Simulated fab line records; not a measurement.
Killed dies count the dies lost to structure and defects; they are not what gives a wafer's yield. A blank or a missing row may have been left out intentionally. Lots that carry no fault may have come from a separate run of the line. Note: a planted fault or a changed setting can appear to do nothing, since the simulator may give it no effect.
Problem report, 8D (eight disciplines) form, completed by code | flow rit cmos | the parts of the form that need people (team, actions taken, sign-off) are left out

## 1. THE ISSUE
Mean of heater power total W at RIT_NRETRO_SOFTBAKE_02: 35.29 W across 6 wafers in 2 lots; on wafers with no fault it is 34.56 W (standard deviation 0.054). Relative to the usual mean, that is a shift of +14 standard deviations.
The step: time 60 s.
Seen first at day 5 04:32 on litho track-01, wafer L824.3. The record has a number at this step for 42 wafers belonging to 14 lots. The rule behind "out" and "out of limits": a value lying over 4 standard deviations away from the usual mean. Any other wafer with a number is counted as sound.

## 2. WHAT IT IS, AND WHAT IT ISN'T
question                    | is                                 | is not
which readings at this step | heater power total W, plate temp C | -
which lots                  | L824, L826                         | L810, L811, L812, L813, L814, L815, L816, L819, L828, L829, L831, L832
which wafers of those lots  | all that have a number             | -
read on which tools         | litho track-01                     | litho track-03, litho track-04
when                        | from day 5 04:32                   | up to then (24 sound wafers); but 12 sound wafers of L828, L829, L831, L832 came after

## 3. SUSPECTS, AND WHAT RULES EACH OUT
Counting: a tool at a process step up to the reading stays a suspect if it ran every lot that is out and no sound lot after the first of them.
- litho track-01 at RIT_NRETRO_SOFTBAKE_02 (time 60 s): kept. It processed each lot that is out, first L824 at day 5 04:32, and no sound lot thereafter; up to then, the last sound lot it processed was L816 at day 3 17:04. On those wafers its own readings are out: heater power total W, plate temp C.
The count leaves litho track-01 at RIT_NRETRO_SOFTBAKE_02.

## 4. THE CAUSE (what the simulator had put in)
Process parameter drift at RIT_NRETRO_SOFTBAKE_02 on litho track-01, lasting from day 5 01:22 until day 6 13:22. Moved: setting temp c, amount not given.
Only this tool survived the counting.

## 5. THE EFFECT CHAIN, in route order
Each row: a reading whose mean over the struck wafers that have a number lies more than 3 standard deviations from the usual. Readings are gone through only where the record gives a usual standard deviation; hours: the median, over the lots, of the time from a lot's start at the first step in this table giving one to that lot's start at this step; sigmas: the change measured in usual standard deviations.
hours | step                   | reading              | usual   | on struck wafers | change | sigmas
0     | RIT_NRETRO_SOFTBAKE_02 | heater power total W | 34.56 W | 35.29            | +0.73  | +14
0     | RIT_NRETRO_SOFTBAKE_02 | plate temp C         | 90.00 C | 91.38            | +1.38  | +11
The process steps in it:
- RIT_NRETRO_SOFTBAKE_02: time 60 s.

## 6. HOW IT WOULD HAVE BEEN CAUGHT EARLIER
The fault began at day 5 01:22; the first out-of-limits reading in this record came at day 5 04:32, 3 hours later.
